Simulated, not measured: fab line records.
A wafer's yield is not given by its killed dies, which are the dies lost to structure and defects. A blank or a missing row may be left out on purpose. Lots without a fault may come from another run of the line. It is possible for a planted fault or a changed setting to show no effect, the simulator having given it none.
Which tool was responsible? | flow rit_cmos | 14 lots, 42 wafers sampled, at 2 steps of a route of 202

## WHAT THE GAUGES READ, wafer by wafer
The record lacks any reading of a measuring or inspecting step that a usual standard deviation could be used to judge.

## TOOL THAT RAN EACH LOT (tool first, then ch and the chambers of the sampled wafers, then the start)
lot  | RIT_SILICIDE_RTA_04             | RIT_M1_PROBE_99
L537 | rtp_anneal-01 ch 0, day 3 09:46 | -
L538 | rtp_anneal-01 ch 0, day 3 21:40 | -
L540 | rtp_anneal-02 ch 0, day 4 07:07 | -
L541 | rtp_anneal-01 ch 0, day 4 11:58 | -
L542 | rtp_anneal-02 ch 0, day 4 16:50 | -
L543 | rtp_anneal-01 ch 0, day 4 22:11 | -
L544 | rtp_anneal-02 ch 0, day 5 02:24 | -
L546 | rtp_anneal-02 ch 0, day 5 12:29 | -
L547 | rtp_anneal-01 ch 0, day 5 16:33 | -
L551 | rtp_anneal-01 ch 0, day 6 06:07 | -
L552 | rtp_anneal-02 ch 0, day 6 14:12 | -
L554 | rtp_anneal-02 ch 0, day 6 23:14 | prober-01, day 7 05:56
L557 | rtp_anneal-01 ch 0, day 7 12:50 | -
L559 | rtp_anneal-01 ch 0, day 8 06:12 | -
- RIT_SILICIDE_RTA_04: time 10 s, ramp up 5 s, ramp down 5 s.
- RIT_M1_PROBE_99

## AS READ BY THE TOOLS THEMSELVES (means over the sampled wafers that have a number; for cases with no such wafer, the mark the record gives instead)
RIT_SILICIDE_RTA_04. Usual: wafer_temp_C_max reads 653.6 (standard deviation 0.72).
lot  | tool          | wafer_temp_C_max | flag
L537 | rtp_anneal-01 | 653.4            |
L538 | rtp_anneal-01 | 653.6            |
L540 | rtp_anneal-02 | 654.4            |
L541 | rtp_anneal-01 | 653.4            |
L542 | rtp_anneal-02 | 653.7            |
L543 | rtp_anneal-01 | 652.4            |
L544 | rtp_anneal-02 | 653.3            |
L546 | rtp_anneal-02 | 653.9            |
L547 | rtp_anneal-01 | 653.7            |
L551 | rtp_anneal-01 | 654.1            |
L552 | rtp_anneal-02 | 657.3            | OFF
L554 | rtp_anneal-02 | 657.9            | OFF
L557 | rtp_anneal-01 | 653.8            |
L559 | rtp_anneal-01 | 653.9            |

RIT_M1_PROBE_99. Usual: killed_at_M0_to_M3 0.0, standard deviation 0.12; killed_at_contacts 0.0, standard deviation 0.16; killed_at_front_end 7.5, standard deviation 2.8; killed_dies 7.6, standard deviation 2.9; killed_open 3.7, standard deviation 2; killed_short 3.8, standard deviation 2.
lot  | tool      | killed_at_M0_to_M3 | killed_at_contacts | killed_at_front_end | killed_dies | killed_open | killed_short | flag
L554 | prober-01 | 0.0                | 0.0                | 8.3                 | 8.3         | 4.3         | 4.0          |

## THE ANSWER, worked out from the rows above alone
Rule: a lot is off if the mean of its wafers that have a number lies more than 3 standard deviations from the usual mean. Also off: a lot with no number at a reading for which 4 or more lots have one. All remaining lots with rows at the step are treated as sound. The gauges are gone through in route order, then the tools' own readings, and for those a lot's mean is taken as printed above. At the first step where some lot is off, the reading lying furthest off is the one used; lots without a number count as furthest.
Off at RIT_SILICIDE_RTA_04 (wafer_temp_C_max): L552, L554.
A tool fits if, at that step or a process step before it, it ran every lot that is off, and no sound lot after the first of them. One fits: RIT_SILICIDE_RTA_04 on rtp_anneal-02. Its last sound lot is L546 (day 5 12:29), its first lot that is off L552 (day 6 14:12): a fault that began between those two fits.
On the lots that are off, the tool's own readings at RIT_SILICIDE_RTA_04 differ by more than 5 times the standard deviation of the sound lots' means, which bears it out; wafer_temp_C_max reads 657.6 there versus 653.6 on the sound lots.

## WHAT THE SIMULATOR HAD PUT IN
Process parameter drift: rtp_anneal-02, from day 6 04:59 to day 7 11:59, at RIT_SILICIDE_RTA_04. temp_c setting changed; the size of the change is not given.
Struck lots among those shown: L552, L554. This agrees with what the rule above found.
